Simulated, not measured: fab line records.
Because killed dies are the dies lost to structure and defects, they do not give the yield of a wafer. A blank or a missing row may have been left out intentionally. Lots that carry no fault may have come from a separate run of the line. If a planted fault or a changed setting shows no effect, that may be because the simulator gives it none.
Which of the tools did it? -- flow berkeley cmos170 -- 39 wafers from 13 lots sampled at 4 of the route's 331 steps

== WHAT THE GAUGES READ, wafer by wafer ==
UCB170_SDANNEAL_RS_MEAS_05: measures by four-point-probe.
lot,measured,on,NLDD_RS (ohm/sq)
L195,day 7 10:38,film metro-04,616.8 616.9 615.3
L196,day 8 14:53,film metro-02,616.5 617.5 618.1
L197,day 8 15:05,film metro-03,617.0 618.0 617.7
L198,day 8 15:16,film metro-04,614.4 616.2 614.6
L205,day 10 10:53,film metro-02,616.9 614.7 618.1
L207,day 11 00:42,film metro-04,614.0 615.8 616.8
L208,day 11 01:02,film metro-03,617.2 618.1 616.3
L209,day 11 06:41,film metro-02,612.8 613.4 612.7
L210,day 11 06:10,film metro-02,615.7 613.6 614.2
L211,day 11 06:32,film metro-04,617.4 616.1 617.5
L216,day 12 10:14,film metro-02,611.7 614.5 610.3
L217,day 12 10:07,film metro-03,616.0 616.4 617.5
L218,day 12 12:11,film metro-04,617.5 616.9 617.8

UCB170_M1_OVL_MEAS_10.
lot,measured,on,M1_OVL (nm)
L195,day 7 17:50,overlay-01,-3 -13 1
L196,day 8 21:14,overlay-02,-8 -1 -7
L197,day 8 21:30,overlay-01,2 -3 6
L198,day 8 23:08,overlay-01,-5 -6 -3
L205,day 10 21:08,overlay-02,-1 0 -4
L207,day 11 08:44,overlay-01,7 6 11
L208,day 11 08:57,overlay-02,-3 1 3
L209,day 11 16:04,overlay-01,-9 -5 -4
L210,day 11 15:50,overlay-02,-3 -21 -9
L211,day 11 16:56,overlay-02,4 -4 -11
L216,day 12 20:52,overlay-01,-5 -5 -2
L217,day 12 20:08,overlay-01,-2 0 1
L218,day 12 21:32,overlay-01,-7 -4 -3

== TOOL THAT RAN EACH LOT (tool first, then ch and the chambers of the sampled wafers, then the start) ==
lot,UCB170_GATE_CVD_04,UCB170_CONTACT_STRIP_06
L195,"lpcvd-02 ch 1, day 6 18:51","plasma asher-02 ch 0,1, day 7 14:31"
L196,"lpcvd-01 ch 0, day 7 17:34","plasma asher-04 ch 0,1, day 8 17:56"
L197,"lpcvd-01 ch 1, day 7 17:34","plasma asher-02 ch 0,1, day 8 18:07"
L198,"lpcvd-01 ch 0, day 7 17:34","plasma asher-01 ch 0,1, day 8 19:54"
L205,"lpcvd-01 ch 0, day 9 13:06","plasma asher-01 ch 0,1, day 10 16:56"
L207,"lpcvd-02 ch 1, day 10 00:43","plasma asher-02 ch 0,1, day 11 04:32"
L208,"lpcvd-02 ch 0, day 10 00:43","plasma asher-01 ch 0,1, day 11 04:47"
L209,"lpcvd-02 ch 0, day 10 13:37","plasma asher-04 ch 0,1, day 11 11:09"
L210,"lpcvd-02 ch 1, day 10 13:37","plasma asher-04 ch 0,1, day 11 10:55"
L211,"lpcvd-02 ch 0, day 10 13:37","plasma asher-02 ch 0,1, day 11 11:13"
L216,"lpcvd-02 ch 0, day 11 10:43","plasma asher-02 ch 0,1, day 12 15:55"
L217,"lpcvd-02 ch 1, day 11 10:43","plasma asher-04 ch 0, day 12 15:48"
L218,"lpcvd-02 ch 0, day 11 10:43","plasma asher-01 ch 0,1, day 12 17:22"
- UCB170_GATE_CVD_04: deposits poly-Si from SiH4, time 1440 s, target thk 214 nm.
- UCB170_CONTACT_STRIP_06: strips in O2.

== AS READ BY THE TOOLS THEMSELVES (means over the sampled wafers that have a number; for cases with no such wafer, the mark the record gives instead) ==
UCB170_GATE_CVD_04.
lot,tool,sih4 flow sccm (sccm)
L195,lpcvd-02,119.7
L196,lpcvd-01,120.2
L197,lpcvd-01,119.6
L198,lpcvd-01,119.9
L205,lpcvd-01,120.3
L207,lpcvd-02,120.6
L208,lpcvd-02,120.2
L209,lpcvd-02,120.0
L210,lpcvd-02,120.1
L211,lpcvd-02,119.6
L216,lpcvd-02,120.1
L217,lpcvd-02,119.9
L218,lpcvd-02,120.0

UCB170_CONTACT_STRIP_06.
lot,tool,drypump motor current A (A),oes product au (a.u.),strip time to endpoint s (s)
L195,plasma asher-02,5.8,0.733,21.86
L196,plasma asher-04,5.7,0.738,21.95
L197,plasma asher-02,5.8,0.734,21.93
L198,plasma asher-01,5.5,0.737,22.00
L205,plasma asher-01,5.5,0.734,21.97
L207,plasma asher-02,5.8,0.738,21.92
L208,plasma asher-01,5.6,0.735,22.01
L209,plasma asher-04,5.3,0.739,22.01
L210,plasma asher-04,5.4,0.739,22.00
L211,plasma asher-02,5.8,0.735,21.87
L216,plasma asher-02,5.8,0.737,21.95
L217,plasma asher-04,6.1,0.730,21.93
L218,plasma asher-01,5.6,0.735,21.90

== THE ANSWER, worked out from the rows above alone ==
Rule: the lots themselves supply what counts as usual. The widest of any qualifying gaps counts: lots, ordered by their means at a reading, are off when they make up no more than a third of the lots, leave a main group of 4 or more, and stand apart from it by 3 or more times the standard deviation of that group's means. A main group whose means are all the same, to the digits that the tables above print for the reading, isn't used. Also off: a lot with no number at a reading for which 4 or more lots have one. Where the step has rows for the other lots, those lots are counted as sound. The gauges are gone through in route order, then the tools' own readings, and for those a lot's mean is taken as printed above. The first step at which some lot is off is used, and at that step the reading that is off furthest; a lot without a number counts as furthest.
Nothing can be told from this: no lot is off at any reading shown.

== WHAT WAS PUT IN BY THE SIMULATOR ==
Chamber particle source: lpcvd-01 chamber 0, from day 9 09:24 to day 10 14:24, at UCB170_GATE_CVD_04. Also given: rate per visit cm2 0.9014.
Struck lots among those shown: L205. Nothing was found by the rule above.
